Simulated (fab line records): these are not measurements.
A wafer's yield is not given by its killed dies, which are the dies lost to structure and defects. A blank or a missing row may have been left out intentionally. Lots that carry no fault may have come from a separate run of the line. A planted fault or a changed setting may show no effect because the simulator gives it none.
One fault through the eyes of 2 desks ; flow berkeley-cmos170 ; only its own numbers are on each desk; what lay behind them is given at the end

## AT THE METROLOGY DESK
Lot by lot, what the gauges showed, no matter which tool ran the lot: averages of those sampled wafers that carry a number. If a lot's mean is further than 4 standard deviations from the usual mean, the lot is out of limits and carries the mark OUT (the distance appears in the brackets).
Columns: A = PLDD_TW at UCB170_PLDD_TW_MEAS_11, usual 1023; B = cd-nm at UCB170_NLDD_CD_MEAS_06, usual 1200.2 nm; C = NLDD_OVL at UCB170_NLDD_OVL_MEAS_07, usual 2 nm
lot;first seen here;A;B;C
L857;day 7 18:21;1011;1200.7;2
L861;day 8 04:11;1014;1202.5;4
L867;day 9 07:44;1009;1201.1;2
L872;day 10 09:01;1033;1202.4;9
L873;day 10 17:22;1009;1197.2;6
L874;day 10 17:36;1037;1199.7;7
This desk's verdict: no lot among the 6 shows anything out of limits.

## THE TOOL OWNER'S DESK: implanter-01
The tool's own readings at UCB170_NLDD_IMPLANT_09, given as means over the sampled wafers that have a number, one for each lot that went through this tool. If a lot's mean is further than 4 standard deviations from the usual mean, the lot is out of limits and carries the mark OUT (the distance appears in the brackets).
Columns: A = beam-energy-keV at UCB170_NLDD_IMPLANT_09, usual 30.000; B = faraday-current-uA at UCB170_NLDD_IMPLANT_09, usual 158
lot;first seen here;A;B
L857;day 7 20:14;29.062 (-85) OUT;157
L861;day 8 06:17;29.093 (-82) OUT;156
L874;day 10 19:10;30.002;155
This desk's finding: out of limits on L857, L861; first on L857, day 7 20:14 (beam-energy-keV at UCB170_NLDD_IMPLANT_09). In limits: L874.

## ALL TOGETHER
An alarm could have come from the tool owner's desk at day 7 20:14, on L857, L861.
At the metrology desk, nothing out of limits was observed.
The metrology desk has L857, L861 on record, within its limits.
UCB170_NLDD_IMPLANT_09 was run on implanter-01 by each of the lots named.

## WHAT HAD BEEN PUT IN BY THE SIMULATOR
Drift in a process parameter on implanter-01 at UCB170_NLDD_IMPLANT_09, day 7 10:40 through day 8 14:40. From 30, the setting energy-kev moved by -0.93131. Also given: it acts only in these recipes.
Struck lots among those shown: L857, L861.
Hours from the fault's start to each desk's first reading out of limits: the tool owner's desk, 10.
